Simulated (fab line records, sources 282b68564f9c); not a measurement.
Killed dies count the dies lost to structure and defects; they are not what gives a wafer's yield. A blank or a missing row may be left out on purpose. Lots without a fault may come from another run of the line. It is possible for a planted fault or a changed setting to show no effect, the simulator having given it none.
A lot that was struck, set against a sound lot	flow rit cmos	44 steps out of a route of 202
Sound: the wafers L362.1, L362.3, L362.4. Wafers struck: L369.2, L369.3, L369.6. The cause is named last.
Per side, at each step with rows, come the tool, then ch with its chambers, and then its first start. Under that, the readings that differ: sound wafers	struck wafers	difference of the means	sigmas: that difference in standard deviations of wafers without a fault.
alike: same words and numbers on both sides, and readings whose means sit less than 2 such deviations apart. not compared: any withheld reading, any reading some wafer has no value for, any bound like >300 that may hide the same value, and any number with overlapping values for which the record gives no deviation.
Wherever a step has rows on one side only, a row that says differs or no value, or a row with sigmas, the two part there. Non-overlapping numbers with no deviation appear without sigmas and do not part them. Lack of a reading on every wafer of one side parts them only where that side has two or more wafers.

first, 2 steps without rows for these wafers: RIT_NLDD_HARDBAKE_07 (time 60 s); RIT_NLDD_IMPLANT_08.
RIT_NLDD_STRIP_09: strips in O2, time 180 s.
  sound on plasma asher-03 ch 0,1, day 4 09:28; struck on plasma asher-04 ch 1, day 5 20:44
  alike: drypump motor current A
  not compared: rf hours counter h
RIT_NLDD_TW_MEAS_10:
  sound on film metro-01 at day 4 09:39; struck on film metro-02 at day 5 20:55
reading	sound	struck	difference	sigmas
NLDD_TW	2490 2491 2487	2517 2514 2515	+26	+2
then, 6 steps without rows for these wafers: RIT_PLDD_HMDS_00 (prime time 60 s); RIT_PLDD_COAT_01 (resist thk 1000 nm); RIT_PLDD_SOFTBAKE_02 (time 60 s); RIT_PLDD_EXPOSE_03 (exposes mask M8, target cd 40900 nm); RIT_PLDD_PEB_04; RIT_PLDD_DEVELOP_05 (develop time 50 s).
RIT_PLDD_OVL_MEAS_06:
  sound on overlay-01 at day 4 10:41; struck on overlay-01 at day 5 21:57
  alike: PLDD_OVL
then, 1 step without rows for these wafers: RIT_PLDD_HARDBAKE_07 (time 60 s).
RIT_PLDD_IMPLANT_08:
  sound on implanter-01 ch 0, day 4 10:52; struck on implanter-01 ch 0, day 5 22:10
reading	sound	struck	difference	sigmas
dose ions cm2	8.995e+14 9.001e+14 8.996e+14	1.4398e+15 1.4392e+15 1.4394e+15	+5.3973e+14	+99 or more
end station pressure torr (Torr)	7.1e-06 7.5e-06 7.2e-06	8.7e-06 9.1e-06 9.2e-06	+1.7e-06	+4
faraday current uA	2911 2771 2730	4377 4549 4519	+1678	+33
  alike: tilt deg
RIT_PLDD_STRIP_09: strips in O2, time 180 s.
  sound on plasma asher-02 ch 0,1, day 4 11:01; struck on plasma asher-02 ch 0,1, day 5 22:17
  alike: drypump motor current A
  not compared: rf hours counter h
RIT_PLDD_TW_MEAS_10:
  sound on film metro-02 at day 4 11:11; struck on film metro-02 at day 5 22:28
reading	sound	struck	difference	sigmas
PLDD_TW	2360 2366 2383	2644 2642 2631	+269	+22
then, 4 steps without rows for these wafers: RIT_SPACER_CLEAN_00 (cleans in SC1, time 600 s); RIT_SPACER_CLEAN_01 (cleans in dHF, time 30 s); RIT_SPACER_CLEAN_02 (cleans in SC2, time 600 s); RIT_SPACER_CVD_03 (deposits Si3N4 from SiH2Cl2/NH3, target thk 250 nm, time 3386 s).
RIT_SPACER_THK_MEAS_04:
  sound on film metro-04 at day 4 13:33; struck on film metro-02 at day 6 00:49
  alike: SPACER_NITRIDE_THK
RIT_SPACER_ETCHBACK_05: etches Si3N4 in SF6/CHF3, stops on SiO2, target depth 250 nm, time 240 s.
  sound on rie diel-04 ch 0,1,2, day 4 13:37; struck on rie diel-02 ch 0,1,3, day 6 00:52
  alike: drypump motor current A, oes product au, throttle valve pct
  not compared: rf hours counter h
then, 6 steps without rows for these wafers: RIT_NSD_HMDS_00 (prime time 60 s); RIT_NSD_COAT_01 (resist thk 1000 nm); RIT_NSD_SOFTBAKE_02 (time 60 s); RIT_NSD_EXPOSE_03 (exposes mask M9, target cd 40700 nm); RIT_NSD_PEB_04; RIT_NSD_DEVELOP_05 (develop time 50 s).
RIT_NSD_OVL_MEAS_06:
  sound on overlay-02 at day 4 14:44; struck on overlay-01 at day 6 01:52
  alike: NSD_OVL
then, 2 steps without rows for these wafers: RIT_NSD_HARDBAKE_07 (time 60 s); RIT_NSD_IMPLANT_08.
RIT_NSD_STRIP_09: strips in O2, time 180 s.
  sound on plasma asher-04 ch 0,1, day 4 15:04; struck on plasma asher-01 ch 0,1, day 6 02:12
  alike: drypump motor current A
  not compared: rf hours counter h
RIT_NSD_TW_MEAS_10:
  sound on film metro-03 at day 4 15:15; struck on film metro-01 at day 6 02:23
  alike: NSD_TW
then, 6 steps without rows for these wafers: RIT_PSD_HMDS_00 (prime time 60 s); RIT_PSD_COAT_01 (resist thk 1009 nm); RIT_PSD_SOFTBAKE_02 (time 60 s); RIT_PSD_EXPOSE_03 (exposes mask M10, target cd 40900 nm); RIT_PSD_PEB_04; RIT_PSD_DEVELOP_05 (develop time 50 s).
RIT_PSD_OVL_MEAS_06:
  sound on overlay-02 at day 4 16:17; struck on overlay-02 at day 6 03:17
  alike: PSD_OVL
then, 2 steps without rows for these wafers: RIT_PSD_HARDBAKE_07 (time 60 s); RIT_PSD_IMPLANT_08.
RIT_PSD_STRIP_09: strips in O2, time 180 s.
  sound on plasma asher-01 ch 0,1, day 4 16:37; struck on plasma asher-02 ch 0,1, day 6 03:37
  alike: drypump motor current A
  not compared: rf hours counter h
RIT_SDANNEAL_RS_MEAS_06: measurement is done with a four-point probe.
  sound on film metro-02 at day 4 17:33; struck on film metro-03 at day 6 04:32
reading	sound	struck	difference	sigmas
PLDD_RS (ohm/sq)	179.1 179.2 179.1	156.7 156.8 156.7	-22.4	-51
RIT_M1_PROBE_99:
  sound on prober-01 at day 5 00:51; struck on prober-02 at day 6 11:46
reading	sound	struck	difference	sigmas
model.etest.pmos turned.r on ohm um	3520 3452 3487	3172 3191 3212	-295	
model.etest.pmos_0p3.r on ohm um	6344 6275 6264	6168 6154 6183	-126	
model.etest.pmos_0p15.r on ohm um	2776 2778 2758	2513 2521 2569	-236	
model.etest.pldd.rs ohm sq	466.5 436.6 460.4	356.8 355 351.9	-99.9	
model.etest.pldd.line ohm um	145.3 135.1 144.1	113.5 109.7 111.2	-30.0	
model.etest.pmos turned.drive ua um	184.4 189.7 185.6	211.8 211.8 208.6	+24.2	
model.etest.pmos_0p15.drive ua um	251.1 253.6 253.2	283.7 281.3 277.4	+28.2	
model.etest.pmos_0p15.swing mv dec	84.47 84.43 84.22	86.1 85.62 85.98	+1.5	
  alike: killed_at_M0_to_M3, killed at contacts, killed at front end, killed dies, killed open, killed short

== WHERE THEY PART ==
First at RIT_NLDD_TW_MEAS_10; last, within this record, at RIT_SDANNEAL_RS_MEAS_06. Later steps at which nothing parts them and some readings are alike: RIT_M1_PROBE_99.

WHY: the cause the simulator had injected
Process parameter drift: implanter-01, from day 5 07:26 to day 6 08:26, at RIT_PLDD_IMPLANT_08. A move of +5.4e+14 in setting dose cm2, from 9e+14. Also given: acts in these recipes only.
